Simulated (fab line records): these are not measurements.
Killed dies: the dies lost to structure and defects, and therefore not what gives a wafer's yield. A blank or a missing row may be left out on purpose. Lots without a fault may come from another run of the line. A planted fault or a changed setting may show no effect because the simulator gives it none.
fab line records / flow ritCmos
record: lots: 14 wafers: 42 lastDay: 7
route steps=202 shown GATE@81
lots that met no fault: taken from a fault-free run of the same line
startH: hours from the record's first day to the start of the lot's first wafer shown / waitH: hours since the lot's step before / " identical to the entry in the row above / L1.1+2: one row covering several wafers at once / - no value, or no start was given / * or withheld: withheld / < > ~ a bound
route shown NAME@n: NAME is a module with steps in the file, n the number in the route of the first one / usual: mean/standard deviation taken from wafers without a fault / same: alike in all rows / chamber/n: place in a boat / sites: each site's reading / _std_site: the values' standard deviation / _edge_site: the outer-site mean with the inner-site mean subtracted / radiusMm: for every site, how far away it sits from the centre of the wafer / mask NAME#n: copy n / behind: the tool/chamber that last shaped the wafer / hold: why the lot was held/for how many hours/how that ended / device: which transistor (n, p or np) failed to switch / end of line: the tests these same wafers got at the end of their route / a step without rows: its recipe alone / killed: dies lost to structure and defects at the first sort, not the wafer's yield / map: shows each die of a wafer: x if killed, . if not, _ if none is there
set.NAME: setting as actually run; set.NAME@STEP: the setting as run at that earlier step / model.NAME: the simulator's own value behind a step, which no gauge read
one table for each step of the route and one row for each wafer, over a sample of lots
services: a tool's chamber out of use, with start hour (startH, from the record's first day; less than 0 if before it), hours out, and reason
== steps ==
step: RIT_GATE_OXIDATION_05
recipe: tempC: 900 ambient: O2 targetThkA: 30 oxTimeS: 270
usual: oxTimeS: 270/0 zonePowerSourcePct: 26.7/2.5
lot.wafer=L505.1 tool=furnace-01 chamber=0 startH=43.20 waitH=0.2 oxTimeS=270 zonePowerSourcePct=28.9
lot.wafer=L505.2 tool=furnace-01 chamber=0 startH=43.20 waitH=0.2 oxTimeS=270 zonePowerSourcePct=28.7
lot.wafer=L505.3 tool=furnace-01 chamber=0 startH=43.20 waitH=0.2 oxTimeS=270 zonePowerSourcePct=28.8
lot.wafer=L506.2 tool=furnace-02 chamber=0 startH=46.88 waitH=1.1 oxTimeS=270 zonePowerSourcePct=28.0
lot.wafer=L506.4 tool=furnace-02 chamber=0 startH=46.88 waitH=1.1 oxTimeS=270 zonePowerSourcePct=28.3
lot.wafer=L506.5 tool=furnace-02 chamber=0 startH=46.88 waitH=1.1 oxTimeS=270 zonePowerSourcePct=28.4
lot.wafer=L507.1 tool=furnace-01 chamber=0 startH=49.36 waitH=1.0 oxTimeS=270 zonePowerSourcePct=29.2
lot.wafer=L507.2 tool=furnace-01 chamber=0 startH=49.36 waitH=1.0 oxTimeS=270 zonePowerSourcePct=28.6
lot.wafer=L507.5 tool=furnace-01 chamber=0 startH=49.36 waitH=1.0 oxTimeS=270 zonePowerSourcePct=28.0
lot.wafer=L509.4 tool=furnace-02 chamber=0 startH=58.52 waitH=0.0 oxTimeS=270 zonePowerSourcePct=28.2
lot.wafer=L509.5 tool=furnace-02 chamber=0 startH=58.52 waitH=0.0 oxTimeS=270 zonePowerSourcePct=28.0
lot.wafer=L509.6 tool=furnace-02 chamber=0 startH=58.52 waitH=0.0 oxTimeS=270 zonePowerSourcePct=27.4
lot.wafer=L510.2 tool=furnace-02 chamber=0 startH=63.70 waitH=0.0 oxTimeS=270 zonePowerSourcePct=28.2
lot.wafer=L510.3 tool=furnace-02 chamber=0 startH=63.70 waitH=0.0 oxTimeS=270 zonePowerSourcePct=28.0
lot.wafer=L510.6 tool=furnace-02 chamber=0 startH=63.70 waitH=0.0 oxTimeS=270 zonePowerSourcePct=28.3
lot.wafer=L511.1 tool=furnace-04 chamber=0 startH=67.32 waitH=0.9 oxTimeS=270 zonePowerSourcePct=23.1
lot.wafer=L511.2 tool=furnace-04 chamber=0 startH=67.32 waitH=0.9 oxTimeS=270 zonePowerSourcePct=23.2
lot.wafer=L511.6 tool=furnace-04 chamber=0 startH=67.32 waitH=0.9 oxTimeS=270 zonePowerSourcePct=22.9
lot.wafer=L513.1 tool=furnace-02 chamber=0 startH=77.05 waitH=0.1 oxTimeS=270 zonePowerSourcePct=28.1
lot.wafer=L513.2 tool=furnace-02 chamber=0 startH=77.05 waitH=0.1 oxTimeS=270 zonePowerSourcePct=27.9
lot.wafer=L513.6 tool=furnace-02 chamber=0 startH=77.05 waitH=0.1 oxTimeS=270 zonePowerSourcePct=28.1
lot.wafer=L516.1 tool=furnace-01 chamber=0 startH=92.68 waitH=0.1 oxTimeS=270 zonePowerSourcePct=28.3
lot.wafer=L516.4 tool=furnace-01 chamber=0 startH=92.68 waitH=0.1 oxTimeS=270 zonePowerSourcePct=28.5
lot.wafer=L516.6 tool=furnace-01 chamber=0 startH=92.68 waitH=0.1 oxTimeS=270 zonePowerSourcePct=28.7
lot.wafer=L521.3 tool=furnace-01 chamber=0 startH=117.05 waitH=0.3 oxTimeS=513 zonePowerSourcePct=29.0
lot.wafer=L521.5 tool=furnace-01 chamber=0 startH=117.05 waitH=0.3 oxTimeS=513 zonePowerSourcePct=28.3
lot.wafer=L521.6 tool=furnace-01 chamber=0 startH=117.05 waitH=0.3 oxTimeS=513 zonePowerSourcePct=28.5
lot.wafer=L522.1 tool=furnace-01 chamber=0 startH=122.01 waitH=0.1 oxTimeS=513 zonePowerSourcePct=28.9
lot.wafer=L522.3 tool=furnace-01 chamber=0 startH=122.01 waitH=0.1 oxTimeS=513 zonePowerSourcePct=28.4
lot.wafer=L522.4 tool=furnace-01 chamber=0 startH=122.01 waitH=0.1 oxTimeS=513 zonePowerSourcePct=28.4
lot.wafer=L523.1 tool=furnace-04 chamber=0 startH=127.07 waitH=0.1 oxTimeS=270 zonePowerSourcePct=22.7
lot.wafer=L523.2 tool=furnace-04 chamber=0 startH=127.07 waitH=0.1 oxTimeS=270 zonePowerSourcePct=22.9
lot.wafer=L523.3 tool=furnace-04 chamber=0 startH=127.07 waitH=0.1 oxTimeS=270 zonePowerSourcePct=23.0
lot.wafer=L524.1 tool=furnace-04 chamber=0 startH=132.05 waitH=0.1 oxTimeS=270 zonePowerSourcePct=22.6
lot.wafer=L524.3 tool=furnace-04 chamber=0 startH=132.05 waitH=0.1 oxTimeS=270 zonePowerSourcePct=22.7
lot.wafer=L524.4 tool=furnace-04 chamber=0 startH=132.05 waitH=0.1 oxTimeS=270 zonePowerSourcePct=22.7
lot.wafer=L526.1 tool=furnace-04 chamber=0 startH=142.32 waitH=0.1 oxTimeS=270 zonePowerSourcePct=22.9
lot.wafer=L526.3 tool=furnace-04 chamber=0 startH=142.32 waitH=0.1 oxTimeS=270 zonePowerSourcePct=23.1
lot.wafer=L526.5 tool=furnace-04 chamber=0 startH=142.32 waitH=0.1 oxTimeS=270 zonePowerSourcePct=23.0
lot.wafer=L527.1 tool=furnace-04 chamber=0 startH=147.47 waitH=0.1 oxTimeS=270 zonePowerSourcePct=23.0
lot.wafer=L527.2 tool=furnace-04 chamber=0 startH=147.47 waitH=0.1 oxTimeS=270 zonePowerSourcePct=22.8
lot.wafer=L527.4 tool=furnace-04 chamber=0 startH=147.47 waitH=0.1 oxTimeS=270 zonePowerSourcePct=22.9
step: RIT_GATE_THK_MEAS_07
recipe: reads: SiO2_of_GATE_OXIDATION_05
usual: GATE_OXIDE_THK: 3.01/0.067
lot.wafer=L505.1 tool=filmMetro-03 chamber=- startH=44.52 waitH=0.0 GATE_OXIDE_THK[nm]=3.04
lot.wafer=L505.2 tool=filmMetro-03 chamber=- startH=44.52 waitH=0.0 GATE_OXIDE_THK[nm]=3.04
lot.wafer=L505.3 tool=filmMetro-03 chamber=- startH=44.52 waitH=0.0 GATE_OXIDE_THK[nm]=3.02
lot.wafer=L506.2 tool=filmMetro-01 chamber=- startH=48.22 waitH=0.0 GATE_OXIDE_THK[nm]=2.94
lot.wafer=L506.4 tool=filmMetro-01 chamber=- startH=48.22 waitH=0.0 GATE_OXIDE_THK[nm]=2.96
lot.wafer=L506.5 tool=filmMetro-01 chamber=- startH=48.22 waitH=0.0 GATE_OXIDE_THK[nm]=2.88
lot.wafer=L507.1 tool=filmMetro-04 chamber=- startH=51.01 waitH=0.0 GATE_OXIDE_THK[nm]=3.09
lot.wafer=L507.2 tool=filmMetro-04 chamber=- startH=51.01 waitH=0.0 GATE_OXIDE_THK[nm]=3.02
lot.wafer=L507.5 tool=filmMetro-04 chamber=- startH=51.01 waitH=0.0 GATE_OXIDE_THK[nm]=3.03
lot.wafer=L509.4 tool=filmMetro-01 chamber=- startH=59.88 waitH=0.0 GATE_OXIDE_THK[nm]=2.99
lot.wafer=L509.5 tool=filmMetro-01 chamber=- startH=59.88 waitH=0.0 GATE_OXIDE_THK[nm]=2.96
lot.wafer=L509.6 tool=filmMetro-01 chamber=- startH=59.88 waitH=0.0 GATE_OXIDE_THK[nm]=2.90
lot.wafer=L510.2 tool=filmMetro-04 chamber=- startH=65.03 waitH=0.0 GATE_OXIDE_THK[nm]=2.93
lot.wafer=L510.3 tool=filmMetro-04 chamber=- startH=65.03 waitH=0.0 GATE_OXIDE_THK[nm]=3.01
lot.wafer=L510.6 tool=filmMetro-04 chamber=- startH=65.03 waitH=0.0 GATE_OXIDE_THK[nm]=2.97
lot.wafer=L511.1 tool=filmMetro-04 chamber=- startH=68.65 waitH=0.0 GATE_OXIDE_THK[nm]=3.02
lot.wafer=L511.2 tool=filmMetro-04 chamber=- startH=68.65 waitH=0.0 GATE_OXIDE_THK[nm]=3.05
lot.wafer=L511.6 tool=filmMetro-04 chamber=- startH=68.65 waitH=0.0 GATE_OXIDE_THK[nm]=3.03
lot.wafer=L513.1 tool=filmMetro-01 chamber=- startH=78.38 waitH=0.0 GATE_OXIDE_THK[nm]=2.94
lot.wafer=L513.2 tool=filmMetro-01 chamber=- startH=78.38 waitH=0.0 GATE_OXIDE_THK[nm]=2.93
lot.wafer=L513.6 tool=filmMetro-01 chamber=- startH=78.38 waitH=0.0 GATE_OXIDE_THK[nm]=3.00
lot.wafer=L516.1 tool=filmMetro-04 chamber=- startH=94.01 waitH=0.0 GATE_OXIDE_THK[nm]=3.02
lot.wafer=L516.4 tool=filmMetro-04 chamber=- startH=94.01 waitH=0.0 GATE_OXIDE_THK[nm]=3.09
lot.wafer=L516.6 tool=filmMetro-04 chamber=- startH=94.01 waitH=0.0 GATE_OXIDE_THK[nm]=3.06
lot.wafer=L521.3 tool=filmMetro-03 chamber=- startH=118.40 waitH=0.0 GATE_OXIDE_THK[nm]=4.87
lot.wafer=L521.5 tool=filmMetro-03 chamber=- startH=118.40 waitH=0.0 GATE_OXIDE_THK[nm]=4.83
lot.wafer=L521.6 tool=filmMetro-03 chamber=- startH=118.40 waitH=0.0 GATE_OXIDE_THK[nm]=4.91
lot.wafer=L522.1 tool=filmMetro-03 chamber=- startH=123.33 waitH=0.0 GATE_OXIDE_THK[nm]=4.81
lot.wafer=L522.3 tool=filmMetro-03 chamber=- startH=123.33 waitH=0.0 GATE_OXIDE_THK[nm]=4.86
lot.wafer=L522.4 tool=filmMetro-03 chamber=- startH=123.33 waitH=0.0 GATE_OXIDE_THK[nm]=4.96
lot.wafer=L523.1 tool=filmMetro-04 chamber=- startH=128.40 waitH=0.0 GATE_OXIDE_THK[nm]=3.01
lot.wafer=L523.2 tool=filmMetro-04 chamber=- startH=128.40 waitH=0.0 GATE_OXIDE_THK[nm]=3.10
lot.wafer=L523.3 tool=filmMetro-04 chamber=- startH=128.40 waitH=0.0 GATE_OXIDE_THK[nm]=3.02
lot.wafer=L524.1 tool=filmMetro-03 chamber=- startH=133.58 waitH=0.0 GATE_OXIDE_THK[nm]=3.05
lot.wafer=L524.3 tool=filmMetro-03 chamber=- startH=133.58 waitH=0.0 GATE_OXIDE_THK[nm]=3.01
lot.wafer=L524.4 tool=filmMetro-03 chamber=- startH=133.58 waitH=0.0 GATE_OXIDE_THK[nm]=3.02
lot.wafer=L526.1 tool=filmMetro-03 chamber=- startH=143.64 waitH=0.0 GATE_OXIDE_THK[nm]=3.02
lot.wafer=L526.3 tool=filmMetro-03 chamber=- startH=143.64 waitH=0.0 GATE_OXIDE_THK[nm]=2.94
lot.wafer=L526.5 tool=filmMetro-03 chamber=- startH=143.64 waitH=0.0 GATE_OXIDE_THK[nm]=2.97
lot.wafer=L527.1 tool=filmMetro-04 chamber=- startH=148.79 waitH=0.0 GATE_OXIDE_THK[nm]=3.19
lot.wafer=L527.2 tool=filmMetro-04 chamber=- startH=148.79 waitH=0.0 GATE_OXIDE_THK[nm]=3.20
lot.wafer=L527.4 tool=filmMetro-04 chamber=- startH=148.79 waitH=0.0 GATE_OXIDE_THK[nm]=3.16
== services ==
tool=furnace-04 chamber=- startH=62.22 hours=2.5 kind=pm
tool=furnace-02 chamber=- startH=91.55 hours=2.2 kind=pm
tool=furnace-01 chamber=- startH=131.83 hours=3.2 kind=pm
== key ==
firstSign: step: RIT_GATE_OXIDATION_05 reading: oxTimeS direction: up sigmas: 99+ usual: * struck: *
effect: step: RIT_GATE_THK_MEAS_07 reading: GATE_OXIDE_THK direction: up sigmas: 28 usual: 3.01 struck: 4.87
metAt RIT_GATE_OXIDATION_05
struckLots L521,L522
testerLeftOut L521,L522
onsetBetween 92.68 117.05
fault: kind: processParameterDrift tool: furnace-01 chamber: - onsetH: 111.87 steps: RIT_GATE_OXIDATION_05 channel: oxTimeS offset: * shape: step endH: 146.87 actsIn: * stated: *
testerLeftOut: of these lots the tester's yield and bins aren't shown, on N5 and GAA mostly nor the transistor test; their killed dies are dies lost to structure and defects alone, not to doping, threshold or leakage, so they don't give the yield
